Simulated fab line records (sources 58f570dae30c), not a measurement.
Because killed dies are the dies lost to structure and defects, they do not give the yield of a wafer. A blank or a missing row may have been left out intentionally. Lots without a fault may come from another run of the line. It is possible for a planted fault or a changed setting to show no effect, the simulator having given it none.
Split-lot trial | flow berkeleyCmos170 | 5 lots, 23 wafers read, on a route of 331 steps

== THE SPLIT ==
At UCB170_NSD_IMPLANT_08, the setting energyKev was moved away from the recipe's 40 on 8 of the 23 wafers read, by -5.3% to +4.9%. This setting was run at the recipe's value on the other wafers.

== FROM THE SPLIT TO THE READING: what the file shows between them, 7 steps ==
- UCB170_NSD_STRIP_09: strips in O2
- UCB170_NSD_TW_MEAS_10
- UCB170_NSD_CLEAN_11: cleans in SPM, time 600 s
- UCB170_BACKSIDE_HMDS_00: prime time 60 s
- UCB170_SDANNEAL_RTA_00: time 10 s
- UCB170_SDANNEAL_RTA_01: time 5 s
- UCB170_SDANNEAL_RS_MEAS_02: measures by four-point-probe

== THE READING ==
NSD_RS (ohm/sq), read at UCB170_SDANNEAL_RS_MEAS_03 with a four-point probe. Typical for fault-free wafers on this fab line: 37.27 ohm/sq, with standard deviation 0.093 ohm/sq.

wafer  | tool, chamber at the split | energyKev as run | against the recipe | NSD_RS, ohm/sq | against lot-mates on the recipe
L074.1 | implanter-03, 0            | 40               | recipe             | 37.16          | -
L074.2 | implanter-03, 0            | 37.87            | -5.3%              | 37.85          | +0.73
L074.3 | implanter-03, 0            | 37.87            | -5.3%              | 37.81          | +0.69
L074.4 | implanter-03, 0            | 40               | recipe             | 37.09          | -
L074.6 | implanter-03, 0            | 40               | recipe             | 37.10          | -
L076.2 | implanter-04, 0            | 40               | recipe             | 37.41          | -
L076.3 | implanter-04, 0            | 40               | recipe             | 37.45          | -
L076.5 | implanter-04, 0            | 40               | recipe             | 37.39          | -
L079.1 | implanter-01, 0            | 41.95            | +4.9%              | 36.88          | -0.52
L079.2 | implanter-01, 0            | 41.95            | +4.9%              | 36.90          | -0.50
L079.3 | implanter-01, 0            | 40               | recipe             | 37.44          | -
L079.5 | implanter-01, 0            | 40               | recipe             | 37.36          | -
L079.6 | implanter-01, 0            | 40               | recipe             | 37.41          | -
L078.1 | implanter-04, 0            | 40               | recipe             | 37.36          | -
L078.3 | implanter-04, 0            | 40               | recipe             | 37.20          | -
L078.4 | implanter-04, 0            | 41.67            | +4.2%              | 36.98          | -0.31
L078.5 | implanter-04, 0            | 40               | recipe             | 37.30          | -
L078.6 | implanter-04, 0            | 41.67            | +4.2%              | 36.89          | -0.40
L080.1 | implanter-03, 0            | 40               | recipe             | 37.28          | -
L080.3 | implanter-03, 0            | 40               | recipe             | 37.22          | -
L080.4 | implanter-03, 0            | 41.71            | +4.3%              | 36.78          | -0.47
L080.5 | implanter-03, 0            | 40               | recipe             | 37.26          | -
L080.6 | implanter-03, 0            | 41.71            | +4.3%              | 36.77          | -0.48

THE FIT
A straight line over all 23 wafers: NSD_RS changes by -0.0976 ohm/sq for each +1% of energyKev; r = -0.93; the points scatter about the line by 0.11 ohm/sq.
The same after taking each lot's own level away (the mean of its wafers on the recipe; 23 wafers): -0.114 ohm/sq for each +1%; r = -0.98; scatter 0.058 ohm/sq.
According to that fit, moving energyKev by its largest amount changes the reading by 0.61 ohm/sq.
The span of the lots' own levels, 37.117 to 37.417 ohm/sq, comes to 3.2 times the standard deviation stated above.
Thus the slope moves with the lot-to-lot level: the two fits are different.
Check: +0.595 ohm/sq against its lot-mates is what the line predicts for one of the wafers moved furthest among these (-5.3%) when that wafer is left out of the fit. Against them it came out at +0.733 ohm/sq.

== THESE WAFERS: OTHER SPLITS ==
Other splits were also applied to these wafers ahead of the reading. Each is held against what the fit with the lots' levels taken away leaves over:
other split on the same wafers   | wafers away from the commonest value | r with NSD_RS (lot level and that fit taken away)
UCB170_GATE_SOFTBAKE_08 tempC    | 2                                    | -0.14
UCB170_NLDD_COAT_01 resistThkNm  | 11                                   | +0.38
UCB170_NLDD_IMPLANT_08 energyKev | 4                                    | -0.46
UCB170_PSD_IMPLANT_08 doseCm2    | 8                                    | -0.11

== THE WHOLE CHAIN: every reading that the file lists as answering this split, in the file's order ==
step                       | what it does                 | reading                                                        | change (the file's fit)               | r (the file's)
UCB170_NSD_IMPLANT_08      |                              | implant.rpNm (the simulator's own value, which no gauge read)  | +0.476 nm for each +1% of the setting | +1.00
UCB170_NSD_IMPLANT_08      |                              | implant.drpNm (the simulator's own value, which no gauge read) | +0.179 nm for each +1% of the setting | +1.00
UCB170_NSD_STRIP_09        | strips in O2                 | stripTimeToEndpointS                                           | withheld for each +1% of the setting  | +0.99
UCB170_NSD_TW_MEAS_10      |                              | NSD_TW                                                         | +11.5 for each +1% of the setting     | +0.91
UCB170_SDANNEAL_RS_MEAS_03 | measures by four-point-probe | NSD_RS                                                         | -0.111 for each +1% of the setting    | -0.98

== THE FILE'S OWN FIT ==
NSD_RS changes by -0.111 ohm/sq for each +1% of energyKev, r = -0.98.
